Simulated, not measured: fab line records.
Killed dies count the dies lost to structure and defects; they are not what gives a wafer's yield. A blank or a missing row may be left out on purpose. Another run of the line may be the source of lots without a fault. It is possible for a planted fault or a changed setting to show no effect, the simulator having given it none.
A sampling plan put to the test	flow berkeley-cmos170	3 faults told of in these records, all on one fab line, each judged by the records of the lots it struck
The line's own looks make up the plan; these are the steps of the route where a gauge or inspection reads the wafer and leaves it unchanged. A look can be judged if struck wafers have a number there and the file gives its usual mean and standard deviation on fault-free wafers. Caught: 4 or more of those standard deviations (sigma) separate the usual mean from the mean of the struck wafers at a look after the fault's first step. On the tool: the identical test, applied to the tool's own readings at the steps of the fault. It also counts as caught if the struck wafers ran another recipe or if their record alone is blank.

== THE FAULTS, as the simulator had put them in ==
1. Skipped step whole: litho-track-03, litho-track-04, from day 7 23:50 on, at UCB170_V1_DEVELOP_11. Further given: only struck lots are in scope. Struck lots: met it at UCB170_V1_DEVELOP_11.
2. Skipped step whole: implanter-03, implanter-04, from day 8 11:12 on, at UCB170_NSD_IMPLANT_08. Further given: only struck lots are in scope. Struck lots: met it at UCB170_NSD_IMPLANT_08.
3. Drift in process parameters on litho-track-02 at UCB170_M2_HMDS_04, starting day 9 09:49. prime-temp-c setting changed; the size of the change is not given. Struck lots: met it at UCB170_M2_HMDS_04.

== WHAT THE PLAN SAW ==
fault	on the tool itself	first look that catches it	reading, sigma	median hours from its first step to that look	hours from the fault's start to the first struck lot there	judged looks passed uncaught
1	the tool's record is blank for the struck wafers	no look after it can be judged	-	-	-	0
2	the tool's record is blank for the struck wafers	UCB170_NSD_TW_MEAS_10	NSD_TW -99 or beyond	0.2	0	0
3	prime-temp-c -99 or beyond sigma	no look after it can be judged	-	-	-	0
A dash: this means the fault isn't caught or the number doesn't appear in these records.

Caught at a look: 1 of 3. Caught on the tool: 3 of 3. By one or the other: 3 of 3.
Caught on the tool alone: faults 1, 3.

== THINNER SAMPLING ==
Were the look that catches a fault to measure just every second or every third lot (counted by lot number), the first struck lot would, at worst, be measured this late:
fault	struck lots at that look, in order of time	every lot	every second lot	every third lot
2	L238, L239	0 h	10 h	may miss all 2
Hours are from the fault's start to the first struck lot that is measured. The test against the limit of 4 sigma pooled every struck wafer, which means one lot taken alone may stay below that limit. Other struck lots may not be in these records.

== THE LONGEST TIMED WAY FROM STEP TO LOOK ==
Fault 2: median gap of 0.2 hours between UCB170_NSD_IMPLANT_08 and UCB170_NSD_TW_MEAS_10. No look between them can be judged.
